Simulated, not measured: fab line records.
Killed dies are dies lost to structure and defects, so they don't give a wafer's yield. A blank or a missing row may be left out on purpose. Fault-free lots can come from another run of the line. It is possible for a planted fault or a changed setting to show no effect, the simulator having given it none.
fab line records ; flow berkeley-cmos170
[record] lots = 5; wafers = 23
route steps=331 shown V1@254 V2@292 M3@310
start-h: start of the lot's first displayed wafer, in hours after the record's first day ; wait-h: hours elapsed since this lot's preceding step ; " as in the row above ; L1.1+2: several wafers, shown together as one row ; - either no value or no given start ; * or withheld: withheld ; < > ~ a bound
route shown NAME@n: a module of which the file shows steps, and the number in the route of the first ; usual: mean and standard deviation over wafers with no fault ; same: alike in all rows ; chamber/n: place in a boat ; sites: the reading at each site ; _std_site: their standard deviation ; _edge_site: the outer-site mean with the inner-site mean subtracted ; radius-mm: how far each site lies from the wafer's centre ; mask NAME#n: copy n ; behind: the most recent tool/chamber to have shaped the wafer ; hold: the reason the lot was held/the length of the hold in hours/how it ended ; device: the n, p or np transistor that did not switch ; end of line: the tests these same wafers got at the end of their route ; step lacking rows: just its recipe ; killed: the dies lost at the first sort to structure and to defects; this is not the yield of the wafer ; map: shows each die of a wafer: x if killed, . if not, _ if none is there
set.NAME: the run value of the setting; set.NAME@STEP: its run value at that earlier step ; model.NAME: the simulator's own value behind a step, which no gauge read
lots where settings were altered on purpose, with a table for each step and a row for each wafer
[[steps]]
[step UCB170_V1_CVD_00]
[recipe] material = SiO2; target-thk-nm = 2000; temp-c = 390; precursor = TEOS/O2; time-s = 250; rf-w = 550; pressure-mtorr = 9000
lot.wafer;tool;chamber;start-h;wait-h;set.time-s;model.SiO2_of_V1_CVD_00.thk-nm
L074.1;pecvd-04;0;162.46;0.2;234.5;1885
L074.2;pecvd-04;2;162.46;0.2;234.5;1877
L074.3;pecvd-04;1;162.46;0.2;250;1995
L074.4;pecvd-04;0;162.46;0.2;234.5;1889
L074.6;pecvd-04;2;162.46;0.2;250;2057
L079.1;pecvd-03;0;197.76;0.0;250;1976
L079.2;pecvd-03;2;197.76;0.0;265.8;2099
L079.3;pecvd-03;1;197.76;0.0;265.8;2086
L079.5;pecvd-03;0;197.76;0.0;250;2018
L079.6;pecvd-03;1;197.76;0.0;250;2004
L083.2;pecvd-03;2;212.76;0.0;250;1961
L083.3;pecvd-03;0;212.76;0.0;250;1944
L083.4;pecvd-03;2;212.76;0.0;250;1987
L083.5;pecvd-03;0;212.76;0.0;250;2015
L083.6;pecvd-03;1;212.76;0.0;250;1979
L081.1;pecvd-02;2;214.09;0.0;216.5;1719
L081.2;pecvd-02;1;214.09;0.0;216.5;1709
L081.3;pecvd-02;0;214.09;0.0;250;1971
L081.5;pecvd-02;1;214.09;0.0;216.5;1728
L081.6;pecvd-02;0;214.09;0.0;250;2036
L085.4;pecvd-03;2;226.91;0.1;250;2012
L085.5;pecvd-03;0;226.91;0.1;250;2009
L085.6;pecvd-03;1;226.91;0.1;250;2023
[step UCB170_V1_THK_MEAS_01]
[recipe] reads = SiO2_of_V1_CVD_00
[usual] V1_TEOS_THK = 1998/27
lot.wafer;tool;chamber;start-h;wait-h;set.time-s@V1_CVD_00;V1_TEOS_THK[nm]
L074.1;film-metro-04;-;162.62;0.1;234.5;1885
L074.2;film-metro-04;-;162.62;0.1;234.5;1878
L074.3;film-metro-04;-;162.62;0.1;250;1995
L074.4;film-metro-04;-;162.62;0.1;234.5;1887
L074.6;film-metro-04;-;162.62;0.1;250;2058
L079.1;film-metro-02;-;197.91;0.1;250;1977
L079.2;film-metro-02;-;197.91;0.1;265.8;2100
L079.3;film-metro-02;-;197.91;0.1;265.8;2087
L079.5;film-metro-02;-;197.91;0.1;250;2020
L079.6;film-metro-02;-;197.91;0.1;250;2005
L083.2;film-metro-02;-;212.92;0.1;250;1963
L083.3;film-metro-02;-;212.92;0.1;250;1944
L083.4;film-metro-02;-;212.92;0.1;250;1989
L083.5;film-metro-02;-;212.92;0.1;250;2016
L083.6;film-metro-02;-;212.92;0.1;250;1978
L081.1;film-metro-04;-;214.25;0.1;216.5;1718
L081.2;film-metro-04;-;214.25;0.1;216.5;1709
L081.3;film-metro-04;-;214.25;0.1;250;1971
L081.5;film-metro-04;-;214.25;0.1;216.5;1728
L081.6;film-metro-04;-;214.25;0.1;250;2036
L085.4;film-metro-01;-;227.01;0.0;250;2011
L085.5;film-metro-01;-;227.01;0.0;250;2007
L085.6;film-metro-01;-;227.01;0.0;250;2024
[step UCB170_V1_PEB_10]
[recipe] peb-temp-c = 130; peb-time-s = withheld; resist = KrF
lot.wafer;tool;chamber;start-h;wait-h;set.peb-temp-c
L074.1+2+3;litho-track-01;0;-;-;131.6
L074.4+6;litho-track-01;0;-;-;130
L079.1+2+3;litho-track-01;0;199.79;0.1;132.6
L079.5+6;litho-track-01;0;199.79;0.1;130
L083.2+3+4+5+6;litho-track-04;0;215.46;0.3;130
L081.1+2+3+5+6;litho-track-01;0;216.00;0.1;130
L085.4+5+6;litho-track-01;0;228.57;0.1;130
[step UCB170_V1_DEVELOP_11]
[recipe] developer = TMAH; develop-time-s = 45; resist = KrF; dev-temp-c = 21
[step UCB170_V1_CD_MEAS_12]
[recipe] target-cd-nm = 700
[usual] cd-nm = 700.3/1.4
lot.wafer;tool;chamber;start-h;wait-h;set.peb-temp-c@V1_PEB_10;cd-nm
L074.1;cd-sem-02;-;166.02;-;131.6;710.6
L074.2;cd-sem-02;-;166.02;-;131.6;711.4
L074.3;cd-sem-02;-;166.02;-;131.6;711.0
L074.4;cd-sem-02;-;166.02;-;130;700.8
L074.6;cd-sem-02;-;166.02;-;130;700.1
L079.1;cd-sem-02;-;200.06;-;132.6;717.0
L079.2;cd-sem-02;-;200.06;-;132.6;716.5
L079.3;cd-sem-02;-;200.06;-;132.6;718.7
L079.5;cd-sem-02;-;200.06;-;130;703.2
L079.6;cd-sem-02;-;200.06;-;130;701.6
L083.2;cd-sem-02;-;215.73;-;130;698.3
L083.3;cd-sem-02;-;215.73;-;130;699.6
L083.4;cd-sem-02;-;215.73;-;130;699.9
L083.5;cd-sem-02;-;215.73;-;130;700.0
L083.6;cd-sem-02;-;215.73;-;130;698.5
L081.1;cd-sem-02;-;216.28;-;130;699.0
L081.2;cd-sem-02;-;216.28;-;130;700.2
L081.3;cd-sem-02;-;216.28;-;130;698.8
L081.5;cd-sem-02;-;216.28;-;130;700.7
L081.6;cd-sem-02;-;216.28;-;130;700.0
L085.4;cd-sem-02;-;228.83;-;130;699.3
L085.5;cd-sem-02;-;228.83;-;130;701.9
L085.6;cd-sem-02;-;228.83;-;130;701.0
[step UCB170_V1_ETCH_14]
[recipe] chemistry = CHF3/CF4/Ar; target = SiO2; stop-on = Al; CHF3_flow_sccm = 45; cf4-flow-sccm = 15; Ar_flow_sccm = 150; pressure-mtorr = 200; rf-w = 700; target-depth-a = 12500; over-etch-frac = 0.25; time-s = 291
lot.wafer;tool;chamber;start-h;wait-h;set.peb-temp-c@V1_PEB_10;model.V1.cd-nm
L074.1;rie-diel-03;3;166.17;0.0;131.6;710.8
L074.2;rie-diel-03;1;166.17;0.0;131.6;711.7
L074.3;rie-diel-03;0;166.17;0.0;131.6;711.9
L074.4;rie-diel-03;2;166.17;0.0;130;700.6
L074.6;rie-diel-03;0;166.17;0.0;130;701.6
L079.1;rie-diel-04;0;200.22;0.0;132.6;717.1
L079.2;rie-diel-04;1;200.22;0.0;132.6;715.8
L079.3;rie-diel-04;3;200.22;0.0;132.6;718.8
L079.5;rie-diel-04;1;200.22;0.0;130;702.1
L079.6;rie-diel-04;0;200.22;0.0;130;700.7
L083.2;rie-diel-03;0;215.87;0.0;130;699.8
L083.3;rie-diel-03;3;215.87;0.0;130;699.2
L083.4;rie-diel-03;2;215.87;0.0;130;700.3
L083.5;rie-diel-03;3;215.87;0.0;130;700.8
L083.6;rie-diel-03;0;215.87;0.0;130;699.9
L081.1;rie-diel-02;0;216.43;0.0;130;698.6
L081.2;rie-diel-02;1;216.43;0.0;130;699.3
L081.3;rie-diel-02;3;216.43;0.0;130;699.5
L081.5;rie-diel-02;3;216.43;0.0;130;700.9
L081.6;rie-diel-02;0;216.43;0.0;130;699.6
L085.4;rie-diel-03;3;229.02;0.1;130;699.6
L085.5;rie-diel-03;1;229.02;0.1;130;700.9
L085.6;rie-diel-03;2;229.02;0.1;130;700.8
[step UCB170_V1_STRIP_15]
[recipe] chemistry = O2; power-w = 400; pressure-mtorr = 3500; platen-temp-c = withheld; o2-flow-sccm = 400; overash-fraction = 0.5
[step UCB170_V1_CD_MEAS_90]
[recipe] target-cd-nm = 700
[usual] cd-nm = 700.4/1.7
lot.wafer;tool;chamber;start-h;wait-h;set.peb-temp-c@V1_PEB_10;cd-nm
L074.1;cd-sem-02;-;166.45;0.1;131.6;711.0
L074.2;cd-sem-02;-;166.45;0.1;131.6;711.6
L074.3;cd-sem-02;-;166.45;0.1;131.6;711.5
L074.4;cd-sem-02;-;166.45;0.1;130;700.3
L074.6;cd-sem-02;-;166.45;0.1;130;701.8
L079.1;cd-sem-01;-;200.50;0.1;132.6;716.9
L079.2;cd-sem-01;-;200.50;0.1;132.6;716.0
L079.3;cd-sem-01;-;200.50;0.1;132.6;718.9
L079.5;cd-sem-01;-;200.50;0.1;130;702.2
L079.6;cd-sem-01;-;200.50;0.1;130;700.9
L083.2;cd-sem-01;-;216.17;0.1;130;700.0
L083.3;cd-sem-01;-;216.17;0.1;130;699.3
L083.4;cd-sem-01;-;216.17;0.1;130;700.5
L083.5;cd-sem-01;-;216.17;0.1;130;701.0
L083.6;cd-sem-01;-;216.17;0.1;130;699.9
L081.1;cd-sem-01;-;216.71;0.1;130;698.6
L081.2;cd-sem-01;-;216.71;0.1;130;699.5
L081.3;cd-sem-01;-;216.71;0.1;130;699.6
L081.5;cd-sem-01;-;216.71;0.1;130;701.0
L081.6;cd-sem-01;-;216.71;0.1;130;699.5
L085.4;cd-sem-02;-;229.26;0.1;130;699.6
L085.5;cd-sem-02;-;229.26;0.1;130;701.1
L085.6;cd-sem-02;-;229.26;0.1;130;700.9
[step UCB170_V2_CVD_00]
[recipe] material = SiO2; target-thk-nm = 2000; temp-c = 390; precursor = TEOS/O2; time-s = 250; rf-w = 550; pressure-mtorr = 9000
lot.wafer;tool;chamber;start-h;wait-h;set.time-s;model.SiO2_of_V2_CVD_00.thk-nm
L074.1+4;pecvd-01;1,2;171.97;0.1;234.5;-
L074.2;pecvd-01;2;171.97;0.1;250;2040
L074.3;pecvd-01;0;171.97;0.1;250;-
L074.6;pecvd-01;1;171.97;0.1;234.5;1915
L079.1;pecvd-03;1;203.72;0.1;250;2007
L079.2;pecvd-03;2;203.72;0.1;275.7;2216
L079.3;pecvd-03;0;203.72;0.1;275.7;2194
L079.5;pecvd-03;0;203.72;0.1;275.7;2249
L079.6;pecvd-03;2;203.72;0.1;250;2036
L083.2+4;pecvd-03;0,2;218.90;0.1;283.8;-
L083.3;pecvd-03;1;218.90;0.1;250;1977
L083.5;pecvd-03;1;218.90;0.1;250;2007
L083.6;pecvd-03;0;218.90;0.1;283.8;2282
L081.1;pecvd-01;2;219.45;0.1;250;2012
L081.2+3+5;pecvd-01;1,0,1;219.45;0.1;250;-
L081.6;pecvd-01;0;219.45;0.1;250;2013
L085.4;pecvd-02;2;232.20;0.1;250;1984
L085.5;pecvd-02;0;232.20;0.1;250;2005
L085.6;pecvd-02;1;232.20;0.1;250;2009
[step UCB170_V2_THK_MEAS_01]
[recipe] reads = SiO2_of_V2_CVD_00
[usual] V2_TEOS_THK = 2008/26
lot.wafer;tool;chamber;start-h;wait-h;set.time-s@V2_CVD_00;V2_TEOS_THK[nm]
L074.1;film-metro-02;-;172.13;0.1;234.5;1887
L074.2;film-metro-02;-;172.13;0.1;250;2040
L074.3;film-metro-02;-;172.13;0.1;250;2017
L074.4;film-metro-02;-;172.13;0.1;234.5;1915
L074.6;film-metro-02;-;172.13;0.1;234.5;1915
L079.1;film-metro-02;-;203.88;0.1;250;2006
L079.2;film-metro-02;-;203.88;0.1;275.7;2217
L079.3;film-metro-02;-;203.88;0.1;275.7;2194
L079.5;film-metro-02;-;203.88;0.1;275.7;2249
L079.6;film-metro-02;-;203.88;0.1;250;2039
L083.2;film-metro-01;-;219.07;0.1;283.8;2240
L083.3;film-metro-01;-;219.07;0.1;250;1976
L083.4;film-metro-01;-;219.07;0.1;283.8;2291
L083.5;film-metro-01;-;219.07;0.1;250;2008
L083.6;film-metro-01;-;219.07;0.1;283.8;2282
L081.1;film-metro-01;-;219.60;0.1;250;2012
L081.2;film-metro-01;-;219.60;0.1;250;1996
L081.3;film-metro-01;-;219.60;0.1;250;1967
L081.5;film-metro-01;-;219.60;0.1;250;2008
L081.6;film-metro-01;-;219.60;0.1;250;2013
L085.4;film-metro-01;-;232.31;0.0;250;1985
L085.5;film-metro-01;-;232.31;0.0;250;2002
L085.6;film-metro-01;-;232.31;0.0;250;2007
[step UCB170_V2_PEB_10]
[recipe] peb-temp-c = 130; peb-time-s = withheld; resist = KrF
lot.wafer;tool;chamber;start-h;wait-h;set.peb-temp-c
L074.1+2+6;litho-track-01;0;174.52;0.4;131.5
L074.3+4;litho-track-01;0;174.52;0.4;130
L079.1+2+6;litho-track-03;0;206.29;0.8;130
L079.3+5;litho-track-03;0;206.29;0.8;133.8
L083.2+3+4+5+6;litho-track-03;0;220.36;0.1;130
L081.1+5+6;litho-track-03;0;221.01;0.1;133
L081.2+3;litho-track-03;0;221.01;0.1;130
L085.4+5+6;litho-track-03;0;233.63;0.1;130
[step UCB170_V2_DEVELOP_11]
[recipe] developer = TMAH; develop-time-s = 45; resist = KrF; dev-temp-c = 21
[step UCB170_V2_CD_MEAS_12]
[recipe] target-cd-nm = 700
[usual] cd-nm = 699.7/1.3
lot.wafer;tool;chamber;start-h;wait-h;set.peb-temp-c@V2_PEB_10;cd-nm
L074.1;cd-sem-01;-;174.79;-;131.5;709.6
L074.2;cd-sem-01;-;174.79;-;131.5;709.5
L074.3;cd-sem-01;-;174.79;-;130;701.0
L074.4;cd-sem-01;-;174.79;-;130;701.1
L074.6;cd-sem-01;-;174.79;-;131.5;709.2
L079.1;cd-sem-02;-;206.56;-;130;698.9
L079.2;cd-sem-02;-;206.56;-;130;701.1
L079.3;cd-sem-02;-;206.56;-;133.8;721.1
L079.5;cd-sem-02;-;206.56;-;133.8;719.6
L079.6;cd-sem-02;-;206.56;-;130;700.5
L083.2;cd-sem-01;-;220.63;-;130;700.8
L083.3;cd-sem-01;-;220.63;-;130;699.5
L083.4;cd-sem-01;-;220.63;-;130;701.3
L083.5;cd-sem-01;-;220.63;-;130;700.6
L083.6;cd-sem-01;-;220.63;-;130;701.5
L081.1;cd-sem-02;-;221.29;-;133;716.0
L081.2;cd-sem-02;-;221.29;-;130;698.7
L081.3;cd-sem-02;-;221.29;-;130;701.0
L081.5;cd-sem-02;-;221.29;-;133;715.9
L081.6;cd-sem-02;-;221.29;-;133;717.1
L085.4;cd-sem-01;-;233.89;-;130;698.0
L085.5;cd-sem-01;-;233.89;-;130;698.3
L085.6;cd-sem-01;-;233.89;-;130;699.1
[step UCB170_V2_ETCH_14]
[recipe] chemistry = CHF3/CF4/Ar; target = SiO2; stop-on = Al; CHF3_flow_sccm = 45; cf4-flow-sccm = 15; Ar_flow_sccm = 150; pressure-mtorr = 200; rf-w = 714.3; target-depth-a = 12500; over-etch-frac = 0.25; time-s = 291
lot.wafer;tool;chamber;start-h;wait-h;set.peb-temp-c@V2_PEB_10;model.V2.cd-nm
L074.1;rie-diel-04;1;174.95;0.0;131.5;708.3
L074.2;rie-diel-04;3;174.95;0.0;131.5;709.9
L074.3;rie-diel-04;2;174.95;0.0;130;700.9
L074.4;rie-diel-04;3;174.95;0.0;130;700.6
L074.6;rie-diel-04;1;174.95;0.0;131.5;707.6
L079.1;rie-diel-01;1;206.72;0.0;130;698.3
L079.2;rie-diel-01;0;206.72;0.0;130;701.6
L079.3;rie-diel-01;3;206.72;0.0;133.8;721.1
L079.5;rie-diel-01;0;206.72;0.0;133.8;719.9
L079.6;rie-diel-01;3;206.72;0.0;130;700.3
L083.2;rie-diel-04;2;220.77;0.0;130;701.6
L083.3;rie-diel-04;0;220.77;0.0;130;699.5
L083.4;rie-diel-04;1;220.77;0.0;130;701.2
L083.5;rie-diel-04;2;220.77;0.0;130;701.5
L083.6;rie-diel-04;1;220.77;0.0;130;700.4
L081.1;rie-diel-03;3;221.44;0.0;133;716.1
L081.2;rie-diel-03;1;221.44;0.0;130;698.1
L081.3;rie-diel-03;2;221.44;0.0;130;701.8
L081.5;rie-diel-03;1;221.44;0.0;133;715.2
L081.6;rie-diel-03;3;221.44;0.0;133;718
L085.4;rie-diel-01;1;233.99;0.0;130;697.5
L085.5;rie-diel-01;3;233.99;0.0;130;697.9
L085.6;rie-diel-01;0;233.99;0.0;130;699.4
[step UCB170_V2_STRIP_15]
[recipe] chemistry = O2; power-w = 400; pressure-mtorr = 3500; platen-temp-c = withheld; o2-flow-sccm = 400; overash-fraction = 0.5
[step UCB170_V2_CD_MEAS_90]
[recipe] target-cd-nm = 700
[usual] cd-nm = 700.0/1.5
lot.wafer;tool;chamber;start-h;wait-h;set.peb-temp-c@V2_PEB_10;cd-nm
L074.1;cd-sem-01;-;175.22;0.1;131.5;708.5
L074.2;cd-sem-01;-;175.22;0.1;131.5;710.1
L074.3;cd-sem-01;-;175.22;0.1;130;700.9
L074.4;cd-sem-01;-;175.22;0.1;130;700.5
L074.6;cd-sem-01;-;175.22;0.1;131.5;707.6
L079.1;cd-sem-01;-;207.00;0.1;130;698.6
L079.2;cd-sem-01;-;207.00;0.1;130;701.7
L079.3;cd-sem-01;-;207.00;0.1;133.8;721.2
L079.5;cd-sem-01;-;207.00;0.1;133.8;720.2
L079.6;cd-sem-01;-;207.00;0.1;130;700.3
L083.2;cd-sem-01;-;221.07;0.1;130;701.6
L083.3;cd-sem-01;-;221.07;0.1;130;699.7
L083.4;cd-sem-01;-;221.07;0.1;130;701.4
L083.5;cd-sem-01;-;221.07;0.1;130;701.6
L083.6;cd-sem-01;-;221.07;0.1;130;700.7
L081.1;cd-sem-01;-;221.72;0.1;133;716.6
L081.2;cd-sem-01;-;221.72;0.1;130;698.1
L081.3;cd-sem-01;-;221.72;0.1;130;701.6
L081.5;cd-sem-01;-;221.72;0.1;133;715.0
L081.6;cd-sem-01;-;221.72;0.1;133;718.0
L085.4;cd-sem-02;-;234.33;0.1;130;697.4
L085.5;cd-sem-02;-;234.33;0.1;130;698.3
L085.6;cd-sem-02;-;234.33;0.1;130;699.4
[step UCB170_M3_SPUTTER_01]
[recipe] material = Al; target-thk-nm = 900; time-s = 120; power-w = 6000; chamber-pressure-pa = 0.5
lot.wafer;tool;chamber;start-h;wait-h;set.power-w;model.Al_of_M3_SPUTTER_01.thk-nm
L074.1;pvd-sputter-01;-;175.41;0.0;5487;825.1
L074.2;pvd-sputter-01;-;175.41;0.0;6000;889.8
L074.3;pvd-sputter-01;-;175.41;0.0;5487;815.7
L074.4;pvd-sputter-01;-;175.41;0.0;5487;806.5
L074.6;pvd-sputter-01;-;175.41;0.0;6000;891
L079.1;pvd-sputter-01;-;207.19;0.0;6000;885.5
L079.2;pvd-sputter-01;-;207.19;0.0;6000;879.5
L079.3;pvd-sputter-01;-;207.19;0.0;5818;837.3
L079.5;pvd-sputter-01;-;207.19;0.0;5818;847.5
L079.6;pvd-sputter-01;-;207.19;0.0;5818;858
L083.2;pvd-sputter-03;-;221.23;0.0;5336;806.2
L083.3;pvd-sputter-03;-;221.23;0.0;6000;890
L083.4;pvd-sputter-03;-;221.23;0.0;5336;799.6
L083.5;pvd-sputter-03;-;221.23;0.0;6000;907.5
L083.6;pvd-sputter-03;-;221.23;0.0;6000;910.5
L081.1;pvd-sputter-04;-;221.91;0.0;6000;890.7
L081.2;pvd-sputter-04;-;221.91;0.0;6647;983.1
L081.3;pvd-sputter-04;-;221.91;0.0;6647;991.5
L081.5;pvd-sputter-04;-;221.91;0.0;6647;985.2
L081.6;pvd-sputter-04;-;221.91;0.0;6000;886.3
L085.4;pvd-sputter-03;-;234.45;0.0;6000;896.3
L085.5;pvd-sputter-03;-;234.45;0.0;6000;884.9
L085.6;pvd-sputter-03;-;234.45;0.0;6000;898.7
[step UCB170_M3_RS_MEAS_02]
[recipe] thk-meas-gauge = four-point-probe; reads = Al_of_M3_SPUTTER_01
[usual] M3_AL_RS = 0.0323/0.00042
lot.wafer;tool;chamber;start-h;wait-h;set.power-w@M3_SPUTTER_01;M3_AL_RS[ohm/sq]
L074.1;film-metro-04;-;175.49;0.0;5487;0.0352
L074.2;film-metro-04;-;175.49;0.0;6000;0.0327
L074.3;film-metro-04;-;175.49;0.0;5487;0.0356
L074.4;film-metro-04;-;175.49;0.0;5487;0.0360
L074.6;film-metro-04;-;175.49;0.0;6000;0.0325
L079.1;film-metro-04;-;207.27;0.0;6000;0.0328
L079.2;film-metro-04;-;207.27;0.0;6000;0.0330
L079.3;film-metro-04;-;207.27;0.0;5818;0.0347
L079.5;film-metro-04;-;207.27;0.0;5818;0.0342
L079.6;film-metro-04;-;207.27;0.0;5818;0.0338
L083.2;film-metro-04;-;221.34;0.1;5336;0.0360
L083.3;film-metro-04;-;221.34;0.1;6000;0.0326
L083.4;film-metro-04;-;221.34;0.1;5336;0.0364
L083.5;film-metro-04;-;221.34;0.1;6000;0.0319
L083.6;film-metro-04;-;221.34;0.1;6000;0.0319
L081.1;film-metro-03;-;221.99;0.0;6000;0.0325
L081.2;film-metro-03;-;221.99;0.0;6647;0.0294
L081.3;film-metro-03;-;221.99;0.0;6647;0.0292
L081.5;film-metro-03;-;221.99;0.0;6647;0.0294
L081.6;film-metro-03;-;221.99;0.0;6000;0.0327
L085.4;film-metro-04;-;234.60;0.1;6000;0.0324
L085.5;film-metro-04;-;234.60;0.1;6000;0.0328
L085.6;film-metro-04;-;234.60;0.1;6000;0.0323
[step UCB170_M3_THK_MEAS_03]
[recipe] thk-meas-gauge = xrf; reads = Al_of_M3_SPUTTER_01
[usual] M3_AL_THK = 889/13
lot.wafer;tool;chamber;start-h;wait-h;set.power-w@M3_SPUTTER_01;M3_AL_THK[nm]
L074.1;film-metro-04;-;175.61;0.1;5487;815
L074.2;film-metro-04;-;175.61;0.1;6000;879
L074.3;film-metro-04;-;175.61;0.1;5487;808
L074.4;film-metro-04;-;175.61;0.1;5487;797
L074.6;film-metro-04;-;175.61;0.1;6000;881
L079.1;film-metro-04;-;207.39;0.1;6000;876
L079.2;film-metro-04;-;207.39;0.1;6000;866
L079.3;film-metro-04;-;207.39;0.1;5818;832
L079.5;film-metro-04;-;207.39;0.1;5818;841
L079.6;film-metro-04;-;207.39;0.1;5818;845
L083.2;film-metro-04;-;221.45;0.1;5336;804
L083.3;film-metro-04;-;221.45;0.1;6000;879
L083.4;film-metro-04;-;221.45;0.1;5336;793
L083.5;film-metro-04;-;221.45;0.1;6000;899
L083.6;film-metro-04;-;221.45;0.1;6000;905
L081.1;film-metro-03;-;222.11;0.1;6000;884
L081.2;film-metro-03;-;222.11;0.1;6647;972
L081.3;film-metro-03;-;222.11;0.1;6647;983
L081.5;film-metro-03;-;222.11;0.1;6647;977
L081.6;film-metro-03;-;222.11;0.1;6000;881
L085.4;film-metro-04;-;234.69;0.1;6000;888
L085.5;film-metro-04;-;234.69;0.1;6000;882
L085.6;film-metro-04;-;234.69;0.1;6000;892
[step UCB170_M3_ETCH_17]
[recipe] chemistry = N2/H2; target-depth-a = withheld; overetch-a = withheld; target = BARC; time-s = withheld; source-w = 500; bias-w = 100; pressure-mtorr = 30; n2-flow-sccm = 100; h2-flow-sccm = 200
lot.wafer;tool;chamber;start-h;wait-h;set.pressure-mtorr
L074.1+2+3+4+6;rie-diel-02;0,1,3,3,0;177.92;0.0;31.13
L079.1+2+3+5+6;rie-diel-01;3,1,0,0,1;209.94;0.0;31.82
L083.2+3+4+5+6;rie-diel-02;1,0,1,0,3;223.50;0.0;34.4
L081.1+2+3+5+6;rie-diel-02;3,1,0,0,3;224.10;0.0;28.41
L085.4+5+6;rie-diel-03;0,3,2;236.58;0.0;30
[step UCB170_M3_METAL_ETCH_18]
[recipe] chemistry = Cl2/BCl3; target = Al; stop-on = SiO2; pressure-mtorr = 12; target-depth-a = 11700; over-etch-frac = 0.2919; time-s = 195; icp-w = 600; bias-w = 120; Cl2_flow_sccm = 90; bcl3-flow-sccm = 45
[usual] oes-product-au = 0.855/0.013
lot.wafer;tool;chamber;start-h;wait-h;set.power-w@M3_SPUTTER_01;oes-product-au
L074.1;rie-metal-02;0;177.96;-;5487;0.827
L074.2;rie-metal-02;1;177.96;-;6000;0.867
L074.3;rie-metal-02;0;177.96;-;5487;0.816
L074.4;rie-metal-02;1;177.96;-;5487;0.827
L074.6;rie-metal-02;1;177.96;-;6000;0.874
L079.1;rie-metal-04;0;209.98;-;6000;0.829
L079.2;rie-metal-04;1;209.98;-;6000;0.832
L079.3;rie-metal-04;1;209.98;-;5818;0.811
L079.5;rie-metal-04;0;209.98;-;5818;0.816
L079.6;rie-metal-04;1;209.98;-;5818;0.830
L083.2;rie-metal-02;0;223.54;-;5336;0.807
L083.3;rie-metal-02;0;223.54;-;6000;0.859
L083.4;rie-metal-02;1;223.54;-;5336;0.821
L083.5;rie-metal-02;1;223.54;-;6000;0.870
L083.6;rie-metal-02;0;223.54;-;6000;0.857
L081.1;rie-metal-04;0;224.14;-;6000;0.839
L081.2;rie-metal-04;1;224.14;-;6647;0.890
L081.3;rie-metal-04;0;224.14;-;6647;0.888
L081.5;rie-metal-04;1;224.14;-;6647;0.888
L081.6;rie-metal-04;0;224.14;-;6000;0.829
L085.4;rie-metal-01;0;236.68;-;6000;0.863
L085.5;rie-metal-01;0;236.68;-;6000;0.861
L085.6;rie-metal-01;1;236.68;-;6000;0.861
[[key]]
[split] step = UCB170_V1_CVD_00; setting = time-s; stated = 250; by = wafer
[response] step = UCB170_V1_CVD_00; reading = model.SiO2_of_V1_CVD_00.thk-nm; change = +20.5; per = 1%; r = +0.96
[response] step = UCB170_V1_THK_MEAS_01; reading = V1_TEOS_THK; change = +20.5; per = 1%; r = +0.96
[split] step = UCB170_V1_PEB_10; setting = peb-temp-c; stated = 130; by = wafer
[response] step = UCB170_V1_CD_MEAS_12; reading = cd-nm; change = +7.79; per = 1%; r = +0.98
[response] step = UCB170_V1_ETCH_14; reading = model.V1.cd-nm; change = +8.06; per = 1%; r = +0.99
[response] step = UCB170_V1_CD_MEAS_90; reading = cd-nm; change = +8.01; per = 1%; r = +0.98
[split] step = UCB170_V2_CVD_00; setting = time-s; stated = 250; by = wafer
[response] step = UCB170_V2_CVD_00; reading = model.SiO2_of_V2_CVD_00.thk-nm; change = +20.3; per = 1%; r = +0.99
[response] step = UCB170_V2_THK_MEAS_01; reading = V2_TEOS_THK; change = +20.1; per = 1%; r = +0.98
[split] step = UCB170_V2_PEB_10; setting = peb-temp-c; stated = 130; by = wafer
[response] step = UCB170_V2_CD_MEAS_12; reading = cd-nm; change = +7.01; per = 1%; r = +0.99
[response] step = UCB170_V2_ETCH_14; reading = model.V2.cd-nm; change = +7.02; per = 1%; r = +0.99
[response] step = UCB170_V2_CD_MEAS_90; reading = cd-nm; change = +7.08; per = 1%; r = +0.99
[split] step = UCB170_M3_SPUTTER_01; setting = power-w; stated = 6000; by = wafer
[response] step = UCB170_M3_SPUTTER_01; reading = model.Al_of_M3_SPUTTER_01.thk-nm; change = +9.05; per = 1%; r = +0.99
[response] step = UCB170_M3_RS_MEAS_02; reading = M3_AL_RS; change = -0.000344; per = 1%; r = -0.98
[response] step = UCB170_M3_THK_MEAS_03; reading = M3_AL_THK; change = +8.74; per = 1%; r = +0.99
[response] step = UCB170_M3_METAL_ETCH_18; reading = oes-product-au; change = +0.00485; per = 1%; r = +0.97
[split] step = UCB170_M3_ETCH_17; setting = pressure-mtorr; stated = 30; by = lot
response none clear
